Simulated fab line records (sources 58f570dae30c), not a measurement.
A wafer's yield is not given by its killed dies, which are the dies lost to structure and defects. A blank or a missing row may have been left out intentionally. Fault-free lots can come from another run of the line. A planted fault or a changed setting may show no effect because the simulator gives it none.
Check for tools in common | flow berkeleyCmos170 | Sampled: 14 lots, 42 wafers

== REASON IT WAS OPENED ==
Of 14 lots, 2 have the reading CONTACT_PSG_THK flagged at UCB170_CONTACT_THK_MEAS_02. Wafers without a fault read 700 nm, standard deviation 7.6.
Rule: flag the lot when none of its wafers has a number, or when each of its wafers that has one lies beyond 4 standard deviations from that mean. The other lots count as sound.

lot  | measured     | on           | CONTACT_PSG_THK (nm), wafer by wafer | flag
L785 | day 6 16:06  | filmMetro-03 | 698 697 701                          | 
L784 | day 6 16:07  | filmMetro-01 | 690 696 695                          | 
L786 | day 6 22:03  | filmMetro-01 | 717 720 715                          | 
L787 | day 7 12:02  | filmMetro-03 | 706 704 706                          | 
L789 | day 7 13:49  | filmMetro-03 | 704 711 710                          | 
L788 | day 7 13:50  | filmMetro-01 | 708 708 711                          | 
L790 | day 8 00:19  | filmMetro-02 | 710 705 708                          | 
L791 | day 8 15:26  | filmMetro-01 | 695 700 700                          | 
L796 | day 9 06:24  | filmMetro-01 | 758 755 754                          | FLAGGED
L797 | day 9 16:59  | filmMetro-02 | 747 750 747                          | FLAGGED
L799 | day 10 02:29 | filmMetro-01 | 684 685 688                          | 
L801 | day 10 06:11 | filmMetro-02 | 696 697 694                          | 
L803 | day 10 20:19 | filmMetro-03 | 707 703 708                          | 
L806 | day 11 09:47 | filmMetro-01 | 695 694 686                          | 
Average over the flagged lots: 752 nm; offset from the usual +52 nm, equal to +7 standard deviations.

== EACH LOT AND THE TOOL IT RAN ON ==
The record keeps 1 process step preceding the reading, out of 331 steps on the route. Read each cell as the tool, then ch plus the chambers that the sampled wafers visited, then the start.
lot  | flag    | UCB170_CONTACT_CVD_01
L785 |         | lpcvd-02 ch 1, day 6 14:19
L784 |         | lpcvd-02 ch 0, day 6 14:19
L786 |         | lpcvd-01 ch 0, day 6 20:16
L787 |         | lpcvd-01 ch 1, day 7 10:15
L789 |         | lpcvd-01 ch 1, day 7 12:02
L788 |         | lpcvd-01 ch 1, day 7 12:02
L790 |         | lpcvd-01 ch 1, day 7 22:29
L791 |         | lpcvd-02 ch 1, day 8 13:38
L796 | FLAGGED | lpcvd-01 ch 0, day 9 04:37
L797 | FLAGGED | lpcvd-01 ch 0, day 9 15:12
L799 |         | lpcvd-02 ch 0, day 10 00:41
L801 |         | lpcvd-02 ch 1, day 10 04:23
L803 |         | lpcvd-02 ch 0, day 10 18:31
L806 |         | lpcvd-02 ch 0, day 11 07:59
What is done by these steps:
- UCB170_CONTACT_CVD_01: deposits PSG from SiH4/O2/PH3, target thk 700 nm, time 2820 s.
- UCB170_CONTACT_THK_MEAS_02

== FLAGGED AGAINST TOTAL, ONE TOOL AT A TIME (gauges that did the reading follow at the end) ==
step                       | tool         | lots run | flagged | share of the flagged lots | sound lots run after its first flagged lot
UCB170_CONTACT_CVD_01      | lpcvd-01     | 7        | 2       | all                       | 0
UCB170_CONTACT_CVD_01      | lpcvd-02     | 7        | 0       | none                      | -
UCB170_CONTACT_THK_MEAS_02 | filmMetro-01 | 7        | 1       | some                      | 2 (L799,L806)
UCB170_CONTACT_THK_MEAS_02 | filmMetro-02 | 3        | 1       | some                      | 1 (L801)
UCB170_CONTACT_THK_MEAS_02 | filmMetro-03 | 4        | 0       | none                      | -

== WHAT THE TABLE PERMITS ==
1 row of the table ran every flagged lot: lpcvd-01 at UCB170_CONTACT_CVD_01.
- lpcvd-01 at UCB170_CONTACT_CVD_01 ran 7 lots, 2 of them flagged. A fault beginning between L790 (day 7 22:29), its last sound lot, and L796 (day 9 04:37), its first flagged one, fits the data. Its own readings lie more than 4 standard deviations out on every wafer of the flagged lots: sih4FlowSccm.
Just one tool remains: lpcvd-01 at UCB170_CONTACT_CVD_01.

== WHAT THE SIMULATOR HAD INSERTED ==
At UCB170_CONTACT_CVD_01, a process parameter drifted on lpcvd-01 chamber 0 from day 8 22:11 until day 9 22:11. A move of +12 in setting sih4FlowSccm, from 60. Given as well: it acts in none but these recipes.
Struck lots among those shown: L796, L797. Same finding as the rule above.
